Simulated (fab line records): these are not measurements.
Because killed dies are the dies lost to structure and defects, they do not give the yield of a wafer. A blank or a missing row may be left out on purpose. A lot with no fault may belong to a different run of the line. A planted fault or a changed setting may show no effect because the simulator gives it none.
Comparing a struck lot with a sound one	flow rit_cmos	22 steps out of a route of 202
Sound: wafers L665.3, L665.4, L665.5. The struck wafers were L670.1, L670.4, L670.6. The cause is given at the end.
Per side, at each step with rows, come the tool, then ch with its chambers, and then its first start. Under that, the readings that differ: sound wafers	struck wafers	difference of the means	sigmas: that difference in standard deviations of wafers without a fault.
alike: same words and numbers on both sides, and readings whose means sit less than 2 such deviations apart. not compared: any withheld reading, any reading some wafer has no value for, any bound like >300 that may hide the same value, and any number with overlapping values for which the record gives no deviation.
A row with sigmas, a row that says differs or no value, or rows on one side alone: a step with any of these is where the two part. Non-overlapping numbers with no deviation appear without sigmas and do not part them. A reading that every wafer of one side lacks parts them only if that side has two wafers or more.

first, 4 steps without rows for these wafers: RIT_NSD_SOFTBAKE_02 (time 60 s); RIT_NSD_EXPOSE_03 (exposes mask M9, target cd 40700 nm); RIT_NSD_PEB_04; RIT_NSD_DEVELOP_05 (develop time 50 s).
RIT_NSD_OVL_MEAS_06:
  sound on overlay-02, day 4 12:07; struck on overlay-01, day 5 08:09
  alike: NSD_OVL
then, 2 steps without rows for these wafers: RIT_NSD_HARDBAKE_07 (time 60 s); RIT_NSD_IMPLANT_08.
RIT_NSD_STRIP_09: strips in O2, time 180 s.
  sound on plasma_asher-04 ch 0,1, day 4 12:30; struck on plasma_asher-02 ch 0, day 5 08:29
  alike: drypump_motor_current_A
  not compared: rf_hours_counter_h
RIT_NSD_TW_MEAS_10:
  sound on film_metro-04, day 4 12:38; struck on film_metro-04, day 5 08:40
  alike: NSD_TW
then, 3 steps without rows for these wafers: RIT_PSD_HMDS_00 (prime time 60 s); RIT_PSD_COAT_01 (resist thk 1000 nm); RIT_PSD_SOFTBAKE_02 (time 60 s).
RIT_PSD_EXPOSE_03: exposes mask M10, target cd 40900 nm.
  sound on iline_stepper-01 ch 0, day 4 13:17; struck on iline_stepper-02 ch 0, day 5 09:17
reading	sound	struck	difference	sigmas
mask	M10#0 M10#0 M10#0	M9#0 M9#0 M9#0	differs	
stage_vel_mm_s (mm/s)	499.95 499.80 499.50	500.37 500.35 500.20	+0.56	+2
then, 2 steps without rows for these wafers: RIT_PSD_PEB_04; RIT_PSD_DEVELOP_05 (develop time 50 s).
RIT_PSD_OVL_MEAS_06:
  sound on overlay-02, day 4 13:40; struck on overlay-01, day 5 09:41
reading	sound	struck	difference	sigmas
PSD_OVL (nm)	-0.6 2.8 1.6	- - -	no value on the struck wafers	
then, 2 steps without rows for these wafers: RIT_PSD_HARDBAKE_07 (time 60 s); RIT_PSD_IMPLANT_08.
RIT_PSD_STRIP_09: strips in O2, time 180 s.
  sound on plasma_asher-04 ch 0,1, day 4 14:10; struck on plasma_asher-04 ch 0,1, day 5 10:02
  alike: drypump_motor_current_A
  not compared: rf_hours_counter_h
RIT_PSD_TW_MEAS_10:
  sound on film_metro-02, day 4 14:18; struck on film_metro-02, day 5 10:13
reading	sound	struck	difference	sigmas
PSD_TW	3417 3411 3408	30 30 30	-3382	-99 or more
then, 1 step without rows for these wafers: RIT_SDANNEAL_CLEAN_00 (cleans in SC1, time 600 s).
RIT_M1_PROBE_99:
  sound on prober-01, day 4 22:21; struck on prober-01, day 5 18:16
reading	sound	struck	difference	sigmas
killed_at_front_end	8 8 5	264 264 264	+257	+92
killed_dies	8 8 5	264 264 264	+257	+92
killed_on_rim	1 0 2	70 70 70	+69	+53
  alike: killed_open, killed_short

## WHERE THEY PART
Last at RIT_M1_PROBE_99 as far as this record goes, first at RIT_PSD_EXPOSE_03.

WHY: whatever the simulator had introduced
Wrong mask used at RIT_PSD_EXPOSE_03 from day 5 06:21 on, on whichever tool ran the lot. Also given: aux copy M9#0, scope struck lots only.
